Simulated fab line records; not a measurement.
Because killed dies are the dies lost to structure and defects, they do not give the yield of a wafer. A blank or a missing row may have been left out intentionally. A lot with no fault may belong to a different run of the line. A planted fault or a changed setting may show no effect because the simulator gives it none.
Which tool did it? || flow berkeley_cmos170 || Sampling: 14 lots, 42 wafers, 4 of 331 route steps

## WHAT THE GAUGES READ, wafer by wafer
UCB170_PWELL_THK_MEAS_03.
{"lot": "L539", "measured": "day 2 14:46", "on": "film_metro-03", "PWELL_OXIDE_THK (nm)": "25.8 25.3 25.8"}
{"lot": "L540", "measured": "day 3 04:46", "on": "film_metro-03", "PWELL_OXIDE_THK (nm)": "25.7 25.8 25.4"}
{"lot": "L541", "measured": "day 3 04:46", "on": "film_metro-04", "PWELL_OXIDE_THK (nm)": "25.8 25.9 26.4"}
{"lot": "L542", "measured": "day 3 14:04", "on": "film_metro-03", "PWELL_OXIDE_THK (nm)": "26.4 26.8 25.9"}
{"lot": "L545", "measured": "day 4 06:13", "on": "film_metro-03", "PWELL_OXIDE_THK (nm)": "26.1 26.0 25.7"}
{"lot": "L546", "measured": "day 4 11:40", "on": "film_metro-01", "PWELL_OXIDE_THK (nm)": "27.1 27.0 26.7"}
{"lot": "L547", "measured": "day 4 20:29", "on": "film_metro-03", "PWELL_OXIDE_THK (nm)": "25.7 25.8 25.2"}
{"lot": "L552", "measured": "day 5 20:14", "on": "film_metro-03", "PWELL_OXIDE_THK (nm)": "26.4 26.9 26.6"}
{"lot": "L555", "measured": "day 6 03:07", "on": "film_metro-03", "PWELL_OXIDE_THK (nm)": "26.9 27.0 27.1"}
{"lot": "L556", "measured": "day 6 10:29", "on": "film_metro-01", "PWELL_OXIDE_THK (nm)": "26.8 26.3 25.9"}
{"lot": "L557", "measured": "day 6 16:10", "on": "film_metro-03", "PWELL_OXIDE_THK (nm)": "25.9 26.0 26.2"}
{"lot": "L560", "measured": "day 7 08:53", "on": "film_metro-04", "PWELL_OXIDE_THK (nm)": "26.6 26.7 26.6"}
{"lot": "L562", "measured": "day 7 17:29", "on": "film_metro-03", "PWELL_OXIDE_THK (nm)": "26.5 26.3 26.4"}
{"lot": "L561", "measured": "day 7 17:30", "on": "film_metro-04", "PWELL_OXIDE_THK (nm)": "26.3 26.2 26.7"}

UCB170_ACTIVE_CD_MEAS_13 targets a cd of 1200 nm.
{"lot": "L539", "measured": "day 4 08:26", "on": "cd_sem-01", "cd_nm (nm)": "1200.2 1198.9 1200.2"}
{"lot": "L540", "measured": "day 5 05:00", "on": "cd_sem-02", "cd_nm (nm)": "1200.1 1199.0 1200.2"}
{"lot": "L541", "measured": "day 5 04:38", "on": "cd_sem-02", "cd_nm (nm)": "1199.1 1198.2 1198.2"}
{"lot": "L542", "measured": "day 5 08:47", "on": "cd_sem-02", "cd_nm (nm)": "1200.9 1200.4 1200.8"}
{"lot": "L545", "measured": "day 6 00:35", "on": "cd_sem-02", "cd_nm (nm)": "1201.9 1202.4 1202.5"}
{"lot": "L546", "measured": "day 6 00:56", "on": "cd_sem-01", "cd_nm (nm)": "1198.9 1198.1 1198.2"}
{"lot": "L547", "measured": "day 6 10:38", "on": "cd_sem-02", "cd_nm (nm)": "1202.1 1202.1 1201.7"}
{"lot": "L552", "measured": "day 7 08:01", "on": "cd_sem-02", "cd_nm (nm)": "1200.6 1200.2 1201.0"}
{"lot": "L555", "measured": "day 7 17:53", "on": "cd_sem-01", "cd_nm (nm)": "1201.0 1201.3 1201.2"}
{"lot": "L556", "measured": "day 8 05:31", "on": "cd_sem-02", "cd_nm (nm)": "1200.6 1200.6 1202.4"}
{"lot": "L557", "measured": "day 8 11:12", "on": "cd_sem-01", "cd_nm (nm)": "1198.0 1199.1 1198.6"}
{"lot": "L560", "measured": "day 9 06:40", "on": "cd_sem-02", "cd_nm (nm)": "1201.1 1198.2 1198.9"}
{"lot": "L562", "measured": "day 9 19:42", "on": "cd_sem-01", "cd_nm (nm)": "1199.5 1199.0 1200.4"}
{"lot": "L561", "measured": "day 9 19:50", "on": "cd_sem-01", "cd_nm (nm)": "1200.4 1201.6 1199.6"}

UCB170_SACOX_THK_MEAS_02.
{"lot": "L539", "measured": "day 5 10:05", "on": "film_metro-03", "SACOX_OXIDE_THK (nm)": "14.80 14.66 14.72"}
{"lot": "L540", "measured": "day 6 06:20", "on": "film_metro-01", "SACOX_OXIDE_THK (nm)": "14.71 14.97 14.68"}
{"lot": "L541", "measured": "day 6 06:20", "on": "film_metro-03", "SACOX_OXIDE_THK (nm)": "14.41 14.64 14.64"}
{"lot": "L542", "measured": "day 6 06:20", "on": "film_metro-02", "SACOX_OXIDE_THK (nm)": "14.30 14.48 14.35"}
{"lot": "L545", "measured": "day 7 00:27", "on": "film_metro-03", "SACOX_OXIDE_THK (nm)": "14.71 14.52 14.67"}
{"lot": "L546", "measured": "day 7 00:27", "on": "film_metro-02", "SACOX_OXIDE_THK (nm)": "14.93 15.11 15.21"}
{"lot": "L547", "measured": "day 7 13:23", "on": "film_metro-01", "SACOX_OXIDE_THK (nm)": "14.46 14.27 14.37"}
{"lot": "L552", "measured": "day 8 10:27", "on": "film_metro-02", "SACOX_OXIDE_THK (nm)": "14.43 14.36 14.47"}
{"lot": "L555", "measured": "day 8 23:21", "on": "film_metro-02", "SACOX_OXIDE_THK (nm)": "14.70 14.48 14.54"}
{"lot": "L560", "measured": "day 10 03:11", "on": "film_metro-01", "SACOX_OXIDE_THK (nm)": "14.36 14.52 14.42"}
{"lot": "L562", "measured": "day 10 17:53", "on": "film_metro-02", "SACOX_OXIDE_THK (nm)": "14.32 14.53 14.72"}
{"lot": "L561", "measured": "day 10 17:57", "on": "film_metro-02", "SACOX_OXIDE_THK (nm)": "14.59 14.50 14.66"}

## WHAT TOOL EACH LOT RAN ON (gives the tool, then ch and the chambers of the sampled wafers, and finally the start)
{"lot": "L539", "UCB170_ACTIVE_OXIDATION_02": "furnace-04 ch 0, day 3 23:33"}
{"lot": "L540", "UCB170_ACTIVE_OXIDATION_02": "furnace-04 ch 0, day 4 14:52"}
{"lot": "L541", "UCB170_ACTIVE_OXIDATION_02": "furnace-04 ch 0, day 4 14:52"}
{"lot": "L542", "UCB170_ACTIVE_OXIDATION_02": "furnace-01 ch 0, day 4 22:12"}
{"lot": "L545", "UCB170_ACTIVE_OXIDATION_02": "furnace-02 ch 0, day 5 16:16"}
{"lot": "L546", "UCB170_ACTIVE_OXIDATION_02": "furnace-02 ch 0, day 5 16:16"}
{"lot": "L547", "UCB170_ACTIVE_OXIDATION_02": "furnace-02 ch 0, day 6 01:58"}
{"lot": "L552", "UCB170_ACTIVE_OXIDATION_02": "furnace-04 ch 0, day 6 23:19"}
{"lot": "L555", "UCB170_ACTIVE_OXIDATION_02": "furnace-02 ch 0, day 7 08:07"}
{"lot": "L556", "UCB170_ACTIVE_OXIDATION_02": "furnace-02, day 7 18:53"}
{"lot": "L557", "UCB170_ACTIVE_OXIDATION_02": "furnace-02, day 8 00:14"}
{"lot": "L560", "UCB170_ACTIVE_OXIDATION_02": "furnace-02 ch 0, day 8 20:20"}
{"lot": "L562", "UCB170_ACTIVE_OXIDATION_02": "furnace-01 ch 0, day 9 06:12"}
{"lot": "L561", "UCB170_ACTIVE_OXIDATION_02": "furnace-01 ch 0, day 9 06:12"}
- UCB170_ACTIVE_OXIDATION_02: target thk 26.4 nm, ox time 1260 s.

## AS READ BY THE TOOLS THEMSELVES (means over the sampled wafers that have a number; for cases with no such wafer, the mark the record gives instead)
UCB170_ACTIVE_OXIDATION_02.
{"lot": "L539", "tool": "furnace-04", "ox_temp_c (C)": 999.8, "ox_temp_c_max": 1007.8, "spike_tc_source_C (C)": 1020.0, "zone_power_load_pct (%)": 33.0}
{"lot": "L540", "tool": "furnace-04", "ox_temp_c (C)": 1000.0, "ox_temp_c_max": 1007.5, "spike_tc_source_C (C)": 1020.4, "zone_power_load_pct (%)": 33.0}
{"lot": "L541", "tool": "furnace-04", "ox_temp_c (C)": 999.4, "ox_temp_c_max": 1007.8, "spike_tc_source_C (C)": 1020.4, "zone_power_load_pct (%)": 33.1}
{"lot": "L542", "tool": "furnace-01", "ox_temp_c (C)": 1000.0, "ox_temp_c_max": 1006.0, "spike_tc_source_C (C)": 1023.4, "zone_power_load_pct (%)": 38.3}
{"lot": "L545", "tool": "furnace-02", "ox_temp_c (C)": 1000.3, "ox_temp_c_max": 1006.3, "spike_tc_source_C (C)": 1023.6, "zone_power_load_pct (%)": 32.0}
{"lot": "L546", "tool": "furnace-02", "ox_temp_c (C)": 999.9, "ox_temp_c_max": 1004.8, "spike_tc_source_C (C)": 1021.9, "zone_power_load_pct (%)": 32.0}
{"lot": "L547", "tool": "furnace-02", "ox_temp_c (C)": 999.7, "ox_temp_c_max": 1005.2, "spike_tc_source_C (C)": 1022.8, "zone_power_load_pct (%)": 32.4}
{"lot": "L552", "tool": "furnace-04", "ox_temp_c (C)": 1000.5, "ox_temp_c_max": 1007.7, "spike_tc_source_C (C)": 1020.0, "zone_power_load_pct (%)": 33.0}
{"lot": "L555", "tool": "furnace-02", "ox_temp_c (C)": 999.3, "ox_temp_c_max": 1004.4, "spike_tc_source_C (C)": 1023.4, "zone_power_load_pct (%)": 31.7}
{"lot": "L556", "tool": "furnace-02", "ox_temp_c (C)": "-", "ox_temp_c_max": "-", "spike_tc_source_C (C)": "-", "zone_power_load_pct (%)": "-"}
{"lot": "L557", "tool": "furnace-02", "ox_temp_c (C)": "-", "ox_temp_c_max": "-", "spike_tc_source_C (C)": "-", "zone_power_load_pct (%)": "-"}
{"lot": "L560", "tool": "furnace-02", "ox_temp_c (C)": 1000.2, "ox_temp_c_max": 1006.5, "spike_tc_source_C (C)": 1022.7, "zone_power_load_pct (%)": 32.0}
{"lot": "L562", "tool": "furnace-01", "ox_temp_c (C)": 1000.1, "ox_temp_c_max": 1005.9, "spike_tc_source_C (C)": 1022.9, "zone_power_load_pct (%)": 38.1}
{"lot": "L561", "tool": "furnace-01", "ox_temp_c (C)": 1000.0, "ox_temp_c_max": 1005.7, "spike_tc_source_C (C)": 1022.9, "zone_power_load_pct (%)": 38.1}

## THE ANSWER, worked out from the rows above alone
Rule: the lots themselves supply what counts as usual. The widest of any qualifying gaps counts: lots, ordered by their means at a reading, are off when they make up no more than a third of the lots, leave a main group of 4 or more, and stand apart from it by 3 or more times the standard deviation of that group's means. A main group is skipped when, at the precision printed for the reading in the tables above, its means are all equal. Also off: a lot with no number at a reading for which 4 or more lots have one. Any other lot the step has rows for is counted as sound. First the gauges in route order, then the tools' own readings, where a lot's mean is used as printed above. The first step at which some lot is off is used, and at that step the reading that is off furthest; a lot without a number counts as furthest.
Off: L556, L557, at UCB170_ACTIVE_OXIDATION_02 (ox_temp_c). Without a number there: L556, L557. For the main group the mean is 999.9 C and the standard deviation 0.33.
If a tool, at that step or one of the process steps before it, ran each lot that is off and ran no sound lot following the first of them, it fits. None of those tried fits.

## WHAT THE SIMULATOR HAD PUT IN
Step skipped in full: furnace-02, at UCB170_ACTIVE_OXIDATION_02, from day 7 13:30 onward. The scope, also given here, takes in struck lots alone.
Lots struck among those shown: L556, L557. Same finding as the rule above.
